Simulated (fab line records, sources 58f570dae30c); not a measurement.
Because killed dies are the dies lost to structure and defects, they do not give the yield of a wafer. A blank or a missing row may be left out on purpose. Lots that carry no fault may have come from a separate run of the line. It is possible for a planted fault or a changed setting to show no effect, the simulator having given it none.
Which tool did it? + flow berkeleyCmos170 + Sampling: 7 lots, 21 wafers, 3 of 331 route steps

WHAT THE GAUGES READ, wafer by wafer
UCB170_V1_THK_MEAS_01.
| lot  | measured     | on           | V1_TEOS_THK (nm) |
|------|--------------|--------------|------------------|
| L590 | day 7 08:39  | filmMetro-01 | 4050 4111 4094   |
| L595 | day 8 05:59  | filmMetro-02 | 1954 2002 1992   |
| L599 | day 9 08:58  | filmMetro-02 | 2003 2013 2019   |
| L600 | day 9 14:34  | filmMetro-01 | 1972 2000 2000   |
| L604 | day 10 23:41 | filmMetro-01 | 1976 2018 1991   |
| L606 | day 11 07:05 | filmMetro-02 | 1979 2032 2015   |
| L610 | day 12 01:58 | filmMetro-02 | 2039 2020 2010   |

WHAT TOOL EACH LOT RAN ON (gives the tool, then ch and the chambers of the sampled wafers, and finally the start)
| lot  | UCB170_CONTACT_STRIP_19             | UCB170_V1_CVD_00                |
|------|-------------------------------------|---------------------------------|
| L590 | plasmaAsher-04 ch 0,1, day 7 01:43  | pecvd-01 ch 0,1,2, day 7 08:13  |
| L595 | plasmaAsher-02 ch 0,1, day 7 23:50  | pecvd-03 ch 1,2, day 8 05:49    |
| L599 | plasmaAsher-04 ch 0,1, day 8 23:17  | pecvd-01 ch 0,1, day 9 08:49    |
| L600 | plasmaAsher-01 ch 0,1, day 9 07:07  | pecvd-04 ch 0,1,2, day 9 14:24  |
| L604 | plasmaAsher-04 ch 0,1, day 10 17:12 | pecvd-01 ch 0,2, day 10 23:31   |
| L606 | plasmaAsher-04 ch 0,1, day 10 23:44 | pecvd-01 ch 0,2, day 11 06:56   |
| L610 | plasmaAsher-01 ch 0,1, day 11 19:09 | pecvd-01 ch 0,1,2, day 12 01:49 |
- UCB170_CONTACT_STRIP_19: strips in O2.
- UCB170_V1_CVD_00: deposits SiO2 from TEOS/O2, target thk 2000 nm, time 250 s.

THE ANSWER, worked out from the rows above alone
Rule: what is usual is taken from the lots themselves. Put in order of their means at a reading, lots are off if they are a third of the lots or fewer, leave a main group of 4 or more, and stand apart from it by a gap of 3 or more times the standard deviation of the main group's means; of several such gaps the widest counts. A main group whose means are all the same, to the digits that the tables above print for the reading, isn't used. Also off: a lot with no number at a reading for which 4 or more lots have one. Where the step has rows for the other lots, those lots are counted as sound.
Off: L590, seen at UCB170_V1_THK_MEAS_01 (V1_TEOS_THK). The main group has a mean of 2002 nm with a standard deviation of 14.
If a tool, at a process step before that reading, ran all the lots that are off and no sound lot after the first of them, it fits. The gauges at UCB170_V1_THK_MEAS_01 are tried like those tools. Not one of the candidates tried fits.

WHAT THE SIMULATOR HAD PUT IN
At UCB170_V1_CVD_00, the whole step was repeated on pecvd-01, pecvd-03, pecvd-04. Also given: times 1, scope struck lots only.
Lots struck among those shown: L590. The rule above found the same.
